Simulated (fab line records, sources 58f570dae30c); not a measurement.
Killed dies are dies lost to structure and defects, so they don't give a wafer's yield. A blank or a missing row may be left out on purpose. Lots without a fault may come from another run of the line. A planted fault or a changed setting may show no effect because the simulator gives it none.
fab line records | flow berkeley_cmos170
record lots=5 wafers=15 last_day=13
route steps=331 shown CONTACT@225 M1@238 V1@254
lots that met no fault: from a run of the same line without faults
start_h: hours from the record's first day to the start of the lot's first wafer shown | wait_h: hours since the lot's step before | " the same as in the row above | L1.1+2: a row that stands for several wafers | - no value, or no start given | * or withheld: withheld | < > ~ a bound
route shown NAME@n: a module of which the file shows steps, and the number in the route of the first | usual: mean/standard deviation of fault-free wafers | same: alike in all rows | chamber/n: place in a boat | sites: the reading at each site | _std_site: their standard deviation | _edge_site: outer sites' mean less inner sites' | radius_mm: how far each site lies from the wafer's centre | mask NAME#n: copy n | behind: the tool/chamber that last shaped the wafer | hold: why the lot was held/for how many hours/how that ended | device: the transistor (n, p or np) that didn't switch | end of line: the same wafers' tests at the end of the route | a step without rows: its recipe alone | killed: dies lost to structure and defects at the first sort, not the wafer's yield | map: a wafer's dies, x killed, . not, _ none there
set.NAME: the setting as run; set.NAME@STEP: as run at that earlier step | model.NAME: the simulator's own value behind a step, which no gauge read
lots at some steps of the route; a table a step, a row a wafer
services: from which hour (start_h, from the record's first day; less than 0 if before it) a tool's chamber was out of use, for how many hours, and why
## steps
# step UCB170_CONTACT_COAT_09
# recipe resist=BARC temp_c=withheld time_s=withheld spin_rpm=3000 resist_thk_nm=withheld
# usual chill_plate_temp_C=*
# columns lot.wafer tool chamber start_h wait_h chill_plate_temp_C
L077.2 litho_track-01 0 168.14 0.1 *
L077.4 " 0 " " *
L077.6 " 0 " " *
L083.2 litho_track-03 0 199.35 0.1 *
L083.3 " 0 " " *
L083.6 " 0 " " *
L088.3 litho_track-04 0 205.33 0.1 *
L088.4 " 0 " " *
L088.5 " 0 " " *
L094.1 litho_track-01 0 249.13 0.1 *
L094.2 " 0 " " *
L094.6 " 0 " " *
L096.3 litho_track-01 0 275.50 0.2 *
L096.4 " 0 " " *
L096.6 " 0 " " *
# step UCB170_CONTACT_COAT_10
# recipe resist=KrF spin_rpm=1500 resist_thk_nm=900
# usual chill_plate_temp_C=23.00/0.12
# columns lot.wafer tool chamber start_h wait_h chill_plate_temp_C
L077.2 litho_track-01 0 - - 22.99
L077.4 " 0 " " 23.15
L077.6 " 0 " " 23.09
L083.2 litho_track-03 0 - - 23.16
L083.3 " 0 " " 23.04
L083.6 " 0 " " 22.95
L088.3 litho_track-04 0 - - 23.19
L088.4 " 0 " " 23.11
L088.5 " 0 " " 23.12
L094.1 litho_track-01 0 - - 22.90
L094.2 " 0 " " 22.87
L094.6 " 0 " " 22.92
L096.3 litho_track-01 0 - - 22.83
L096.4 " 0 " " 22.98
L096.6 " 0 " " 22.99
# step UCB170_CONTACT_SOFTBAKE_11
# recipe resist=KrF temp_c=130 time_s=60
# usual chill_plate_temp_C=23.01/0.11
# columns lot.wafer tool chamber start_h wait_h chill_plate_temp_C
L077.2 litho_track-01 0 - - 22.94
L077.4 " 0 " " 22.93
L077.6 " 0 " " 22.96
L083.2 litho_track-03 0 - - 23.04
L083.3 " 0 " " 23.22
L083.6 " 0 " " 23.02
L088.3 litho_track-04 0 - - 23.00
L088.4 " 0 " " 23.11
L088.5 " 0 " " 23.08
L094.1 litho_track-01 0 - - 23.02
L094.2 " 0 " " 23.15
L094.6 " 0 " " 23.07
L096.3 litho_track-01 0 - - 22.95
L096.4 " 0 " " 23.06
L096.6 " 0 " " 23.05
# step UCB170_CONTACT_EXPOSE_12
# recipe mask_id=CONT target_cd_nm=700 na=0.5 sigma_outer=0.6 source_shape=conventional dose_mj=35
# columns lot.wafer tool chamber start_h wait_h mask
L077.2+4+6 krf_scanner-02 0 168.59 - CONT#0
L083.2+3+6 krf_scanner-01 0 199.80 - CONT#0
L088.3+4+5 krf_scanner-02 0 205.77 - CONT#0
L094.1+2+6 krf_scanner-02 0 249.70 - CONT#0
L096.3+4+6 krf_scanner-02 0 276.20 - CONT#0
# step UCB170_CONTACT_PEB_13
# recipe peb_temp_c=130 peb_time_s=withheld resist=KrF
# usual chill_plate_temp_C=23.00/0.11
# columns lot.wafer tool chamber start_h wait_h chill_plate_temp_C
L077.2 litho_track-04 0 168.71 0.1 23.07
L077.4 " 0 " " 23.09
L077.6 " 0 " " 23.03
L083.2 litho_track-04 0 199.92 0.1 23.10
L083.3 " 0 " " 23.08
L083.6 " 0 " " 22.82
L088.3 litho_track-04 0 205.90 0.1 22.97
L088.4 " 0 " " 23.06
L088.5 " 0 " " 23.12
L094.1 litho_track-01 0 249.82 0.1 23.13
L094.2 " 0 " " 22.95
L094.6 " 0 " " 23.08
L096.3 litho_track-04 0 276.59 0.4 22.98
L096.4 " 0 " " 22.92
L096.6 " 0 " " 22.98
# step UCB170_CONTACT_DEVELOP_14
# recipe developer=TMAH develop_time_s=45 resist=KrF dev_temp_c=21
# usual chill_plate_temp_C=22.99/0.099
# columns lot.wafer tool chamber start_h wait_h chill_plate_temp_C
L077.2 litho_track-04 0 - - 22.99
L077.4 " 0 " " 22.96
L077.6 " 0 " " 22.89
L083.2 litho_track-04 0 - - 22.83
L083.3 " 0 " " 22.93
L083.6 " 0 " " 23.08
L088.3 litho_track-04 0 - - 22.96
L088.4 " 0 " " 22.83
L088.5 " 0 " " 23.05
L094.1 litho_track-01 0 - - 23.10
L094.2 " 0 " " 23.02
L094.6 " 0 " " 22.99
L096.3 litho_track-04 0 - - 22.96
L096.4 " 0 " " 22.90
L096.6 " 0 " " 22.97
# step UCB170_CONTACT_CD_MEAS_15
# recipe target_cd_nm=700
# usual cd_nm=700.0/1.4
# columns lot.wafer tool chamber start_h wait_h cd_nm
L077.2 cd_sem-02 - 168.98 - 700.5
L077.4 " - " " 700.9
L077.6 " - " " 701.1
L083.2 cd_sem-01 - 200.19 - 698.7
L083.3 " - " " 698.6
L083.6 " - " " 698.1
L088.3 cd_sem-01 - 206.17 - 701.5
L088.4 " - " " 702.2
L088.5 " - " " 701.4
L094.1 cd_sem-01 - 250.09 - 701.8
L094.2 " - " " 701.2
L094.6 " - " " 700.1
L096.3 cd_sem-02 - 276.86 - 700.9
L096.4 " - " " 699.6
L096.6 " - " " 700.2
# step UCB170_CONTACT_OVL_MEAS_16
# usual CONTACT_OVL=0/6.1
# columns lot.wafer tool chamber start_h wait_h CONTACT_OVL[nm]
L077.2 overlay-02 - 169.08 0.1 -3
L077.4 " - " " 8
L077.6 " - " " 2
L083.2 overlay-01 - 200.30 0.1 5
L083.3 " - " " -9
L083.6 " - " " 0
L088.3 overlay-02 - 206.26 0.1 -8
L088.4 " - " " -9
L088.5 " - " " -8
L094.1 overlay-01 - 250.21 0.1 0
L094.2 " - " " 5
L094.6 " - " " 9
L096.3 overlay-01 - 276.95 0.1 -5
L096.4 " - " " -8
L096.6 " - " " 6
# step UCB170_CONTACT_ETCH_17
# recipe chemistry=N2/H2 target_depth_a=withheld overetch_a=withheld target=BARC time_s=withheld source_w=500 bias_w=100 pressure_mtorr=30 n2_flow_sccm=100 h2_flow_sccm=200
# usual drypump_motor_current_A=5.7/0.59 oes_product_au=1.005/0.017 throttle_valve_pct=13.31/0.14
# columns lot.wafer tool chamber start_h wait_h drypump_motor_current_A oes_product_au throttle_valve_pct
L077.2 rie_diel-02 0 169.11 0.0 6.8 1.016 13.23
L077.4 " 2 " " 4.9 0.990 13.22
L077.6 " 2 " " 4.9 0.981 13.19
L083.2 rie_diel-03 1 200.33 0.0 6.0 1.017 13.20
L083.3 " 0 " " 5.6 1.002 13.39
L083.6 " 2 " " 6.0 0.979 13.20
L088.3 rie_diel-02 1 206.28 0.0 5.3 0.984 13.42
L088.4 " 1 " " 5.3 0.983 13.41
L088.5 " 2 " " 4.9 0.991 13.20
L094.1 rie_diel-03 2 250.25 0.0 6.0 0.991 13.20
L094.2 " 3 " " 5.7 0.997 13.62
L094.6 " 2 " " 6.0 0.990 13.21
L096.3 rie_diel-04 0 276.97 0.0 5.8 1.021 13.32
L096.4 " 1 " " 6.4 1.046 13.15
L096.6 " 0 " " 5.8 1.009 13.33
# step UCB170_CONTACT_ETCH_18
# recipe chemistry=CHF3/CF4/Ar target=PSG stop_on=TiSi2 CHF3_flow_sccm=45 cf4_flow_sccm=15 Ar_flow_sccm=150 pressure_mtorr=200 rf_w=700 target_depth_a=8400 over_etch_frac=0.2 time_s=195
# usual drypump_motor_current_A=5.7/0.59 oes_product_au=0.914/0.014 throttle_valve_pct=6.96/0.11
# columns lot.wafer tool chamber start_h wait_h drypump_motor_current_A oes_product_au rf_hours_counter_h throttle_valve_pct
L077.2 rie_diel-02 0 - - 6.8 0.903 4 6.88
L077.4 " 2 " " 4.8 0.897 87 6.89
L077.6 " 2 " " 4.9 0.902 - 6.89
L083.2 rie_diel-03 1 - - 6.0 0.918 18 6.91
L083.3 " 0 " " 5.6 0.915 49 6.91
L083.6 " 2 " " 6.0 0.905 - 6.80
L088.3 rie_diel-02 1 - - 5.3 0.909 10 7.03
L088.4 " 1 " " 5.3 0.906 - 7.04
L088.5 " 2 " " 4.8 0.895 - 6.87
L094.1 rie_diel-03 2 - - 6.0 0.901 20 6.80
L094.2 " 3 " " 5.7 0.920 135 7.19
L094.6 " 2 " " 6.0 0.889 - 6.79
L096.3 rie_diel-04 0 - - 5.8 0.920 69 7.05
L096.4 " 1 " " 6.4 0.936 - 6.85
L096.6 " 0 " " 5.8 0.922 - 7.03
# step UCB170_CONTACT_STRIP_19
# recipe chemistry=O2 power_w=400 pressure_mtorr=3500 platen_temp_c=withheld o2_flow_sccm=400 overash_fraction=0.5
# usual drypump_motor_current_A=5.8/0.4 oes_product_au=0.725/0.0043
# columns lot.wafer tool chamber start_h wait_h drypump_motor_current_A oes_product_au rf_hours_counter_h
L077.2 plasma_asher-01 0 169.28 - 6.5 0.736 48
L077.4 " 1 " " 5.5 0.723 -
L077.6 " 1 " " 5.5 0.719 -
L083.2 plasma_asher-03 0 200.49 - 5.5 0.728 52
L083.3 " 0 " " 5.4 0.726 -
L083.6 " 0 " " 5.4 0.718 -
L088.3 plasma_asher-03 1 206.48 - 5.4 0.722 -
L088.4 " 0 " " 5.4 0.727 -
L088.5 " 1 " " 5.4 0.720 -
L094.1 plasma_asher-02 1 250.42 - 6.0 0.727 47
L094.2 " 0 " " 5.7 0.724 47
L094.6 " 0 " " 5.7 0.725 -
L096.3 plasma_asher-01 0 277.18 - 6.5 0.728 -
L096.4 " 1 " " 5.5 0.730 -
L096.6 " 0 " " 6.5 0.725 -
# step UCB170_CONTACT_CD_MEAS_90
# recipe target_cd_nm=700
# usual cd_nm=699.7/1.6
# columns lot.wafer tool chamber start_h wait_h cd_nm
L077.2 cd_sem-01 - 169.40 0.1 699.3
L077.4 " - " " 699.8
L077.6 " - " " 699.7
L083.2 cd_sem-02 - 200.61 0.1 699.1
L083.3 " - " " 699.3
L083.6 " - " " 697.4
L088.3 cd_sem-02 - 206.59 0.1 701.2
L088.4 " - " " 701.6
L088.5 " - " " 700.1
L094.1 cd_sem-02 - 250.52 0.1 701.1
L094.2 " - " " 700.7
L094.6 " - " " 699.2
L096.3 cd_sem-01 - 277.28 0.1 700.0
L096.4 " - " " 698.8
L096.6 " - " " 699.2
# step UCB170_CONTACT_CLEAN_20
# recipe chemistry=SPM temp_c=120 time_s=600
# columns lot.wafer tool chamber start_h wait_h
L077.2+4+6 wet_bench-02 2 169.50 0.1
L083.2+3+6 wet_bench-04 1 200.71 0.1
L088.3+4+5 wet_bench-01 3 209.49 2.9
L094.1+2+6 wet_bench-04 1 251.77 1.2
L096.3+4+6 wet_bench-01 3 277.80 0.5
# step UCB170_M1_SPUTTER_00
# recipe material=Al target_thk_nm=600 time_s=80 power_w=6000 chamber_pressure_pa=0.5
# usual cathode_dc_power_W=6000.0/1 throttle_valve_pct=30.5/0.73
# columns lot.wafer tool chamber start_h wait_h cathode_dc_power_W throttle_valve_pct
L077.2 pvd_sputter-03 - 169.69 0.0 5999.4 30.7
L077.4 " - " " 5998.9 29.8
L077.6 " - " " 5999.3 30.4
L083.2 pvd_sputter-01 - 200.90 0.0 6000.9 30.7
L083.3 " - " " 6000.0 30.0
L083.6 " - " " 5997.3 30.1
L088.3 pvd_sputter-03 - 209.68 0.0 5999.0 30.2
L088.4 " - " " 6000.4 30.3
L088.5 " - " " 5998.7 29.8
L094.1 pvd_sputter-04 - 251.95 0.0 6000.7 30.7
L094.2 " - " " 5998.1 31.3
L094.6 " - " " 6000.0 30.5
L096.3 pvd_sputter-04 - 278.15 0.0 6001.0 30.8
L096.4 " - " " 6000.5 31.5
L096.6 " - " " 5999.4 30.5
# step UCB170_M1_RS_MEAS_01
# recipe thk_meas_gauge=four-point-probe reads=Al_of_M1_SPUTTER_00
# usual M1_AL_RS=0.0486/0.00048
# columns lot.wafer tool chamber start_h wait_h M1_AL_RS[ohm/sq]
L077.2 film_metro-01 - 169.79 0.1 0.0490
L077.4 " - " " 0.0493
L077.6 " - " " 0.0486
L083.2 film_metro-04 - 200.99 0.1 0.0480
L083.3 " - " " 0.0482
L083.6 " - " " 0.0482
L088.3 film_metro-01 - 209.78 0.1 0.0481
L088.4 " - " " 0.0485
L088.5 " - " " 0.0481
L094.1 film_metro-01 - 252.01 0.0 0.0490
L094.2 " - " " 0.0486
L094.6 " - " " 0.0483
L096.3 film_metro-01 - 278.25 0.1 0.0489
L096.4 " - " " 0.0484
L096.6 " - " " 0.0486
# step UCB170_M1_THK_MEAS_02
# recipe thk_meas_gauge=xrf reads=Al_of_M1_SPUTTER_00
# usual M1_AL_THK=596/6.9
# columns lot.wafer tool chamber start_h wait_h M1_AL_THK[nm]
L077.2 film_metro-01 - 169.90 0.1 589
L077.4 " - " " 584
L077.6 " - " " 591
L083.2 film_metro-04 - 201.10 0.1 600
L083.3 " - " " 607
L083.6 " - " " 601
L088.3 film_metro-01 - 209.88 0.1 600
L088.4 " - " " 594
L088.5 " - " " 603
L094.1 film_metro-01 - 252.13 0.1 589
L094.2 " - " " 593
L094.6 " - " " 599
L096.3 film_metro-01 - 278.35 0.1 590
L096.4 " - " " 598
L096.6 " - " " 595
# step UCB170_M1_COAT_03
# recipe resist=BARC temp_c=withheld time_s=withheld spin_rpm=3000 resist_thk_nm=withheld
# usual chill_plate_temp_C=*
# columns lot.wafer tool chamber start_h wait_h chill_plate_temp_C
L077.2 litho_track-02 0 169.98 0.1 *
L077.4 " 0 " " *
L077.6 " 0 " " *
L083.2 litho_track-04 0 201.17 0.1 *
L083.3 " 0 " " *
L083.6 " 0 " " *
L088.3 litho_track-04 0 209.97 0.1 *
L088.4 " 0 " " *
L088.5 " 0 " " *
L094.1 litho_track-02 0 252.19 0.1 *
L094.2 " 0 " " *
L094.6 " 0 " " *
L096.3 litho_track-03 0 278.44 0.1 *
L096.4 " 0 " " *
L096.6 " 0 " " *
# step UCB170_M1_COAT_04
# recipe resist=KrF spin_rpm=1500 resist_thk_nm=900
# usual chill_plate_temp_C=22.97/0.11
# columns lot.wafer tool chamber start_h wait_h chill_plate_temp_C
L077.2 litho_track-02 0 - - 22.97
L077.4 " 0 " " 22.96
L077.6 " 0 " " 23.09
L083.2 litho_track-04 0 - - 23.03
L083.3 " 0 " " 23.02
L083.6 " 0 " " 23.01
L088.3 litho_track-04 0 - - 23.04
L088.4 " 0 " " 23.19
L088.5 " 0 " " 23.11
L094.1 litho_track-02 0 - - 22.81
L094.2 " 0 " " 23.05
L094.6 " 0 " " 22.86
L096.3 litho_track-03 0 - - 23.08
L096.4 " 0 " " 22.82
L096.6 " 0 " " 22.81
# step UCB170_M1_SOFTBAKE_05
# recipe resist=KrF temp_c=130 time_s=60
# usual chill_plate_temp_C=23.00/0.11
# columns lot.wafer tool chamber start_h wait_h chill_plate_temp_C
L077.2 litho_track-02 0 - - 22.83
L077.4 " 0 " " 22.82
L077.6 " 0 " " 23.06
L083.2 litho_track-04 0 - - 22.91
L083.3 " 0 " " 22.82
L083.6 " 0 " " 22.98
L088.3 litho_track-04 0 - - 23.12
L088.4 " 0 " " 23.00
L088.5 " 0 " " 23.09
L094.1 litho_track-02 0 - - 22.86
L094.2 " 0 " " 23.00
L094.6 " 0 " " 22.89
L096.3 litho_track-03 0 - - 22.96
L096.4 " 0 " " 22.87
L096.6 " 0 " " 22.93
# step UCB170_M1_EXPOSE_06
# recipe mask_id=METAL1 target_cd_nm=700 na=0.5 sigma_outer=0.6 source_shape=conventional dose_mj=21
# columns lot.wafer tool chamber start_h wait_h mask
L077.2+4+6 krf_scanner-02 0 170.42 - METAL1#0
L083.2+3+6 krf_scanner-02 0 201.74 - METAL1#0
L088.3+4+5 krf_scanner-01 0 210.41 - METAL1#0
L094.1+2+6 krf_scanner-01 0 252.64 - METAL1#0
L096.3+4+6 krf_scanner-02 0 278.88 - METAL1#0
# step UCB170_M1_PEB_07
# recipe peb_temp_c=130 peb_time_s=withheld resist=KrF
# usual chill_plate_temp_C=22.99/0.11
# columns lot.wafer tool chamber start_h wait_h chill_plate_temp_C
L077.2 litho_track-02 0 170.54 0.1 22.90
L077.4 " 0 " " 22.96
L077.6 " 0 " " 23.08
L083.2 litho_track-02 0 201.86 0.1 23.03
L083.3 " 0 " " 22.91
L083.6 " 0 " " 22.94
L088.3 litho_track-02 0 210.54 0.1 23.11
L088.4 " 0 " " 23.05
L088.5 " 0 " " 23.20
L094.1 litho_track-02 0 252.76 0.1 23.14
L094.2 " 0 " " 23.07
L094.6 " 0 " " 23.15
L096.3 litho_track-04 0 279.01 0.1 22.98
L096.4 " 0 " " 22.91
L096.6 " 0 " " 22.99
# step UCB170_M1_DEVELOP_08
# recipe developer=TMAH develop_time_s=45 resist=KrF dev_temp_c=21
# usual chill_plate_temp_C=22.98/0.095
# columns lot.wafer tool chamber start_h wait_h chill_plate_temp_C
L077.2 litho_track-02 0 - - 23.03
L077.4 " 0 " " 22.81
L077.6 " 0 " " 23.07
L083.2 litho_track-02 0 - - 22.99
L083.3 " 0 " " 23.09
L083.6 " 0 " " 22.77
L088.3 litho_track-02 0 - - 22.96
L088.4 " 0 " " 23.07
L088.5 " 0 " " 23.01
L094.1 litho_track-02 0 - - 23.07
L094.2 " 0 " " 23.02
L094.6 " 0 " " 23.09
L096.3 litho_track-04 0 - - 23.03
L096.4 " 0 " " 22.90
L096.6 " 0 " " 22.87
# step UCB170_M1_CD_MEAS_09
# recipe target_cd_nm=700
# usual cd_nm=700.3/1.7
# columns lot.wafer tool chamber start_h wait_h cd_nm
L077.2 cd_sem-02 - 170.81 - 701.9
L077.4 " - " " 702.4
L077.6 " - " " 701.5
L083.2 cd_sem-02 - 202.13 - 701.3
L083.3 " - " " 701.8
L083.6 " - " " 701.7
L088.3 cd_sem-02 - 210.80 - 701.8
L088.4 " - " " 701.4
L088.5 " - " " 700.9
L094.1 cd_sem-02 - 253.03 - 697.4
L094.2 " - " " 698.6
L094.6 " - " " 698.2
L096.3 cd_sem-02 - 279.28 - 699.3
L096.4 " - " " 698.9
L096.6 " - " " 699.2
# step UCB170_M1_OVL_MEAS_10
# usual M1_OVL=2/5.2
# columns lot.wafer tool chamber start_h wait_h M1_OVL[nm]
L077.2 overlay-02 - 170.92 0.1 -1
L077.4 " - " " -4
L077.6 " - " " 2
L083.2 overlay-01 - 202.24 0.1 3
L083.3 " - " " 4
L083.6 " - " " 2
L088.3 overlay-02 - 210.89 0.1 7
L088.4 " - " " 3
L088.5 " - " " 13
L094.1 overlay-01 - 253.15 0.1 8
L094.2 " - " " 5
L094.6 " - " " 13
L096.3 overlay-02 - 279.37 0.1 -12
L096.4 " - " " -9
L096.6 " - " " -7
# step UCB170_M1_ETCH_11
# recipe chemistry=N2/H2 target_depth_a=withheld overetch_a=withheld target=BARC time_s=withheld source_w=500 bias_w=100 pressure_mtorr=30 n2_flow_sccm=100 h2_flow_sccm=200
# usual drypump_motor_current_A=5.8/0.5 oes_product_au=0.999/0.019 throttle_valve_pct=13.33/0.14
# columns lot.wafer tool chamber start_h wait_h drypump_motor_current_A oes_product_au throttle_valve_pct
L077.2 rie_diel-04 1 170.95 0.0 6.4 1.025 13.15
L077.4 " 0 " " 5.8 0.989 13.31
L077.6 " 2 " " 4.8 1.008 13.37
L083.2 rie_diel-04 1 202.27 0.0 6.4 1.028 13.15
L083.3 " 0 " " 5.8 1.008 13.32
L083.6 " 1 " " 6.4 1.024 13.16
L088.3 rie_diel-01 0 210.92 0.0 6.5 0.969 13.47
L088.4 " 1 " " 5.4 0.991 13.48
L088.5 " 0 " " 6.5 0.976 13.48
L094.1 rie_diel-01 0 253.19 0.0 6.5 0.981 13.46
L094.2 " 2 " " 6.1 1.027 13.18
L094.6 " 3 " " 5.6 0.987 13.34
L096.3 rie_diel-03 2 279.39 0.0 5.9 0.985 13.20
L096.4 " 3 " " 5.7 0.966 13.65
L096.6 " 1 " " 6.0 1.013 13.17
# step UCB170_M1_METAL_ETCH_12
# recipe chemistry=Cl2/BCl3 target=Al stop_on=PSG pressure_mtorr=12 target_depth_a=7800 over_etch_frac=0.3 time_s=130 icp_w=600 bias_w=120 Cl2_flow_sccm=90 bcl3_flow_sccm=45
# usual bcl3_flow_sccm=45.00/0.13 drypump_motor_current_A=5.8/0.54 oes_product_au=0.859/0.021 throttle_valve_pct=24.41/0.15
# columns lot.wafer tool chamber start_h wait_h bcl3_flow_sccm drypump_motor_current_A oes_product_au rf_hours_counter_h throttle_valve_pct
L077.2 rie_metal-04 1 170.99 - 45.07 6.3 0.830 4.0 24.37
L077.4 " 1 " " 45.10 6.3 0.828 - 24.40
L077.6 " 0 " " 45.05 6.4 0.877 - 24.28
L083.2 rie_metal-03 0 202.31 - 44.75 5.4 0.849 3.2 24.36
L083.3 " 0 " " 44.92 5.5 0.860 - 24.36
L083.6 " 1 " " 44.90 6.4 0.878 - 24.60
L088.3 rie_metal-01 1 211.00 - 44.89 5.2 0.881 - 24.60
L088.4 " 0 " " 44.89 5.4 0.832 - 24.22
L088.5 " 1 " " 44.90 5.2 0.886 - 24.60
L094.1 rie_metal-04 1 253.23 - 45.12 6.3 0.840 6.0 24.36
L094.2 " 0 " " 44.92 6.4 0.880 4.5 24.28
L094.6 " 0 " " 44.80 6.4 0.885 - 24.26
L096.3 rie_metal-04 1 279.48 - 45.17 6.2 0.831 - 24.38
L096.4 " 0 " " 44.88 6.4 0.872 - 24.28
L096.6 " 0 " " 44.83 6.4 0.874 - 24.28
# step UCB170_M1_STRIP_13
# recipe chemistry=O2 power_w=400 pressure_mtorr=3500 platen_temp_c=withheld o2_flow_sccm=400 overash_fraction=0.5
# usual drypump_motor_current_A=5.8/0.42 oes_product_au=0.720/0.0047
# columns lot.wafer tool chamber start_h wait_h drypump_motor_current_A oes_product_au rf_hours_counter_h
L077.2 plasma_asher-03 0 171.12 0.1 5.4 0.719 49
L077.4 " 1 " " 5.4 0.716 -
L077.6 " 0 " " 5.4 0.717 -
L083.2 plasma_asher-01 0 202.44 0.1 6.5 0.717 51
L083.3 " 0 " " 6.5 0.722 -
L083.6 " 1 " " 5.5 0.719 -
L088.3 plasma_asher-01 0 211.13 0.1 6.5 0.722 -
L088.4 " 1 " " 5.5 0.718 -
L088.5 " 1 " " 5.5 0.725 -
L094.1 plasma_asher-01 0 253.36 0.1 6.5 0.722 56
L094.2 " 1 " " 5.5 0.726 56
L094.6 " 0 " " 6.5 0.722 -
L096.3 plasma_asher-03 1 279.60 0.1 5.4 0.716 -
L096.4 " 0 " " 5.5 0.724 -
L096.6 " 1 " " 5.3 0.716 -
# step UCB170_M1_CD_MEAS_90
# recipe target_cd_nm=700
# usual cd_nm=700.2/2.7
# columns lot.wafer tool chamber start_h wait_h cd_nm
L077.2 cd_sem-01 - 171.24 0.1 703.3
L077.4 " - " " 703.7
L077.6 " - " " 699.3
L083.2 cd_sem-02 - 202.56 0.1 702.0
L083.3 " - " " 701.8
L083.6 " - " " 700.1
L088.3 cd_sem-02 - 211.23 0.1 700.8
L088.4 " - " " 701.6
L088.5 " - " " 699.5
L094.1 cd_sem-01 - 253.46 0.1 697.2
L094.2 " - " " 697.7
L094.6 " - " " 696.2
L096.3 cd_sem-01 - 279.71 0.1 702.7
L096.4 " - " " 698.8
L096.6 " - " " 696.5
# step UCB170_M1_ANNEAL_14
# recipe temp_c=400 time_s=1200 ambient=forming_gas
# usual spike_tc_centre_C=402.8/1.2
# columns lot.wafer tool chamber start_h wait_h spike_tc_centre_C
L077.2 - - 173.67 2.4 403.7
L077.4 " - " " 404.1
L077.6 " - " " 402.6
L083.2 - - 206.84 4.3 401.2
L083.3 " - " " 401.6
L083.6 " - " " 400.8
L088.3 - - 219.13 7.9 403.4
L088.4 " - " " 403.1
L088.5 " - " " 404.4
L094.1 - - 257.35 3.9 403.9
L094.2 " - " " 402.7
L094.6 " - " " 404.3
L096.3 - - 282.38 2.7 403.8
L096.4 " - " " 404.4
L096.6 " - " " 403.9
# step UCB170_V1_CVD_00
# recipe material=SiO2 target_thk_nm=2000 temp_c=390 precursor=TEOS/O2 time_s=254.2 rf_w=550 pressure_mtorr=9000
# usual heater_power_w=248/50 pressure_mtorr=8999/17
# columns lot.wafer tool chamber start_h wait_h heater_power_w pressure_mtorr
L077.2 pecvd-01 2 175.00 0.0 223 9001
L077.4 " 2 " " 295 9010
L077.6 " 0 " " 340 8991
L083.2 pecvd-02 0 208.17 0.0 317 8999
L083.3 " 2 " " 239 9015
L083.6 " 2 " " 177 9010
L088.3 pecvd-02 1 220.46 0.0 311 8997
L088.4 " 2 " " 173 9011
L088.5 " 0 " " 232 9009
L094.1 pecvd-04 2 258.68 0.0 216 9000
L094.2 " 1 " " 244 8991
L094.6 " 0 " " 260 8985
L096.3 pecvd-02 1 283.72 0.0 289 8986
L096.4 " 2 " " 180 8988
L096.6 " 1 " " 233 8992
# step UCB170_V1_THK_MEAS_01
# recipe reads=SiO2_of_V1_CVD_00
# usual V1_TEOS_THK=2030/24
# columns lot.wafer tool chamber start_h wait_h V1_TEOS_THK[nm]
L077.2 film_metro-03 - 175.17 0.1 2010
L077.4 " - " " 2024
L077.6 " - " " 2036
L083.2 film_metro-04 - 208.34 0.1 1994
L083.3 " - " " 2009
L083.6 " - " " 2050
L088.3 film_metro-02 - 220.64 0.1 2000
L088.4 " - " " 2018
L088.5 " - " " 2025
L094.1 film_metro-03 - 258.84 0.1 2043
L094.2 " - " " 2030
L094.6 " - " " 2037
L096.3 film_metro-03 - 283.89 0.1 2025
L096.4 " - " " 2030
L096.6 " - " " 2067
# step UCB170_V1_CMP_02
# recipe material=SiO2 down_force_psi=6 platen_rpm=60 pad_velocity_m_s=0.75398
# usual motor_current_A=15.4/1.3 platen_rpm=59.99/0.039
# columns lot.wafer tool chamber start_h wait_h motor_current_A platen_rpm
L077.4 cmp-02 2 175.32 0.1 14.1 60.04
L077.2 " 3 " " 14.6 59.96
L077.6 " 1 " " 16.9 59.91
L083.3 cmp-01 3 208.74 0.4 13.0 60.02
L083.2 " 1 " " 15.2 59.98
L083.6 " 2 " " 14.2 60.04
L088.3 cmp-01 1 220.68 0.0 15.9 59.97
L088.4 " 2 " " 14.0 59.99
L088.5 " 1 " " 15.4 59.92
L094.2 cmp-02 0 258.95 0.1 16.6 59.97
L094.1 " 2 " " 14.4 60.02
L094.6 " 3 " " 13.8 60.01
L096.4 cmp-01 0 283.98 0.1 18.4 59.94
L096.3 " 2 " " 14.8 59.99
L096.6 " 0 " " 16.7 59.94
# step UCB170_V1_BOW_MEAS_03
# recipe mode=bow
# usual V1_BOW=18/6.1
# columns lot.wafer tool chamber start_h wait_h V1_BOW[um]
L077.2 film_metro-03 - 175.54 0.1 29
L077.4 " - " " 24
L077.6 " - " " 19
L083.2 film_metro-03 - 209.01 0.1 12
L083.3 " - " " 18
L083.6 " - " " 25
L088.3 film_metro-04 - 221.02 0.3 26
L088.4 " - " " 21
L088.5 " - " " 21
L094.1 film_metro-04 - 259.20 0.1 16
L094.2 " - " " 34
L094.6 " - " " 19
L096.3 film_metro-03 - 284.27 0.1 17
L096.4 " - " " 14
L096.6 " - " " 25
# step UCB170_V1_THK_MEAS_04
# recipe reads=SiO2_of_V1_CVD_00
# usual V1_POLISHED_THK=999.9/1.2
# columns lot.wafer tool chamber start_h wait_h V1_POLISHED_THK[nm]
L077.2 film_metro-03 - 175.65 0.1 1000.1
L077.4 " - " " 999.3
L077.6 " - " " 999.7
L083.2 film_metro-03 - 209.12 0.1 1002.5
L083.3 " - " " 1001.6
L083.6 " - " " 1000.2
L088.3 film_metro-04 - 221.12 0.1 1001.5
L088.4 " - " " 999.5
L088.5 " - " " 999.9
L094.1 film_metro-04 - 259.32 0.1 1000.0
L094.2 " - " " 1000.2
L094.6 " - " " 998.0
L096.3 film_metro-03 - 284.37 0.1 999.5
L096.4 " - " " 998.7
L096.6 " - " " 999.3
# step UCB170_V1_CLEAN_05
# recipe chemistry=DIW
# columns lot.wafer tool chamber start_h wait_h
L077.2+4+6 wet_bench-03 0 176.05 0.4
L083.2+3+6 wet_bench-03 1 209.28 0.2
L088.3+4+5 wet_bench-01 1 221.16 0.0
L094.1+2+6 wet_bench-01 0 262.70 3.4
L096.3+4+6 wet_bench-01 2 287.12 2.7
## services
# columns tool chamber start_h hours kind
cmp-02 - 156.77 1.7 repair
cmp-02 - 165.03 2.2 repair
krf_scanner-01 - 166.06 3.9 repair
rie_diel-03 0 167.99 8.6 repair
wet_bench-03 - 168.59 1.7 repair
rie_diel-04 3 169.55 5.0 repair
cmp-01 - 187.17 1.1 repair
krf_scanner-02 - 187.39 0.3 repair
rie_diel-03 - 211.11 14.6 pm
plasma_asher-03 - 214.55 2.8 pm
plasma_asher-03 - 218.17 2.3 repair
krf_scanner-02 - 219.04 1.0 repair
rie_diel-04 1 221.18 6.1 repair
rie_diel-04 3 228.08 3.4 repair
rie_diel-04 1 230.87 16.2 repair
cmp-01 - 232.00 4.0 pm
krf_scanner-02 - 236.25 1.3 pm
krf_scanner-01 - 237.55 0.8 pm
furnace-01 - 239.53 2.9 pm
krf_scanner-01 - 246.41 1.4 repair
krf_scanner-01 - 274.63 1.3 pm
rie_diel-03 0 278.85 9.5 repair
krf_scanner-01 - 280.77 1.0 pm
krf_scanner-01 - 282.39 3.6 pm
## key
fault none
